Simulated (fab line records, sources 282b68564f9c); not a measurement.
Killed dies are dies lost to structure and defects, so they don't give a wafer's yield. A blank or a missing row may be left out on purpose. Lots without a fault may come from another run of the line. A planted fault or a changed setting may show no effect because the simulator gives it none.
Split-lot experiment | flow rit_cmos | 5 lots, 27 wafers read, on a route of 202 steps

THE SPLIT
At RIT_M1_SPUTTER_00 (material Al, target thk 400 nm, time 500 s), the setting time_s was moved away from the recipe's 500 s on 12 of the 27 wafers read, by -52.6% to +23.5%. The other wafers ran this setting at the recipe's value.

FROM THE SPLIT TO THE READING: what the file shows between them, 5 steps
- RIT_M1_RS_MEAS_01: measures by four-point-probe
- RIT_M1_THK_MEAS_02: measures by xrf
- RIT_M1_HMDS_03: prime time 60 s
- RIT_M1_COAT_04: resist thk 1300 nm
- RIT_M1_HARDBAKE_11: time 120 s

THE READING
oes_product_au, in a.u., at RIT_M1_METAL_ETCH_12 (etches Al in Cl2/BCl3, stops on SiO2, time 165 s, target depth 600 nm). Fault-free wafers of this fab line usually give 0.787 a.u., standard deviation 0.0097 a.u..

wafer  | tool, chamber at the split | time_s as run, s | against the recipe | oes_product_au, a.u. | against lot-mates on the recipe
L075.2 | pvd_sputter-03, -          | 500              | recipe             | 0.790                | -
L075.4 | pvd_sputter-03, -          | 500              | recipe             | 0.787                | -
L075.6 | pvd_sputter-03, -          | 500              | recipe             | 0.794                | -
L078.1 | pvd_sputter-01, -          | 500              | recipe             | 0.792                | -
L078.2 | pvd_sputter-01, -          | 500              | recipe             | 0.804                | -
L078.3 | pvd_sputter-01, -          | 617.7            | +23.5%             | 0.892                | +0.093
L078.4 | pvd_sputter-01, -          | 617.7            | +23.5%             | 0.888                | +0.089
L078.5 | pvd_sputter-01, -          | 500              | recipe             | 0.801                | -
L078.6 | pvd_sputter-01, -          | 617.7            | +23.5%             | 0.902                | +0.103
L079.1 | pvd_sputter-03, -          | 271.9            | -45.6%             | 0.578                | -0.207
L079.2 | pvd_sputter-03, -          | 271.9            | -45.6%             | 0.583                | -0.202
L079.3 | pvd_sputter-03, -          | 500              | recipe             | 0.790                | -
L079.4 | pvd_sputter-03, -          | 500              | recipe             | 0.782                | -
L079.5 | pvd_sputter-03, -          | 500              | recipe             | 0.782                | -
L079.6 | pvd_sputter-03, -          | 271.9            | -45.6%             | 0.573                | -0.212
L084.1 | pvd_sputter-01, -          | 500              | recipe             | 0.789                | -
L084.2 | pvd_sputter-01, -          | 237              | -52.6%             | 0.561                | -0.231
L084.3 | pvd_sputter-01, -          | 500              | recipe             | 0.785                | -
L084.4 | pvd_sputter-01, -          | 500              | recipe             | 0.803                | -
L084.5 | pvd_sputter-01, -          | 237              | -52.6%             | 0.541                | -0.251
L084.6 | pvd_sputter-01, -          | 237              | -52.6%             | 0.559                | -0.233
L085.1 | pvd_sputter-03, -          | 606.8            | +21.4%             | 0.879                | +0.101
L085.2 | pvd_sputter-03, -          | 500              | recipe             | 0.776                | -
L085.3 | pvd_sputter-03, -          | 500              | recipe             | 0.782                | -
L085.4 | pvd_sputter-03, -          | 500              | recipe             | 0.777                | -
L085.5 | pvd_sputter-03, -          | 606.8            | +21.4%             | 0.885                | +0.107
L085.6 | pvd_sputter-03, -          | 606.8            | +21.4%             | 0.864                | +0.086

THE FIT
A straight line over all 27 wafers: oes_product_au changes by +0.00448 a.u. for each +1% of time_s; r = +1.00; the points scatter about the line by 0.0089 a.u..
The same after taking each lot's own level away (the mean of its wafers on the recipe; 27 wafers): +0.00448 a.u. for each +1%; r = +1.00; scatter 0.0072 a.u..
On that fit, the largest move of time_s shifts the reading by 0.24 a.u..
The lots' own levels span 0.7783 to 0.7990 a.u., that is 2.1 times the standard deviation above.
So the lot-to-lot level changes the slope little: the two slopes agree.
Check: with one of the wafers moved furthest among these (-52.6%) left out of the fit, the line predicts -0.238 a.u. for it against its lot-mates. It came out at -0.231 a.u. against them.

THE WHOLE CHAIN: every reading that the file lists as answering this split, in the file's order
step                 | what it does                                                          | reading                                                                     | change (the file's fit)                   | r (the file's)
RIT_M1_SPUTTER_00    | material Al, target thk 400 nm, time 500 s                            | Al_of_M1_SPUTTER_00.thk_nm (the simulator's own value, which no gauge read) | +3.97 nm for each +1% of the setting      | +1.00
RIT_M1_RS_MEAS_01    | measures by four-point-probe                                          | M1_AL_RS                                                                    | -0.00144 for each +1% of the setting      | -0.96
RIT_M1_THK_MEAS_02   | measures by xrf                                                       | M1_AL_THK                                                                   | +4.01 for each +1% of the setting         | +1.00
RIT_M1_METAL_ETCH_12 | etches Al in Cl2/BCl3, stops on SiO2, time 165 s, target depth 600 nm | oes_product_au                                                              | +0.00449 a.u. for each +1% of the setting | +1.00

THE FILE'S OWN FIT
oes_product_au changes by +0.00449 a.u. for each +1% of time_s, r = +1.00.
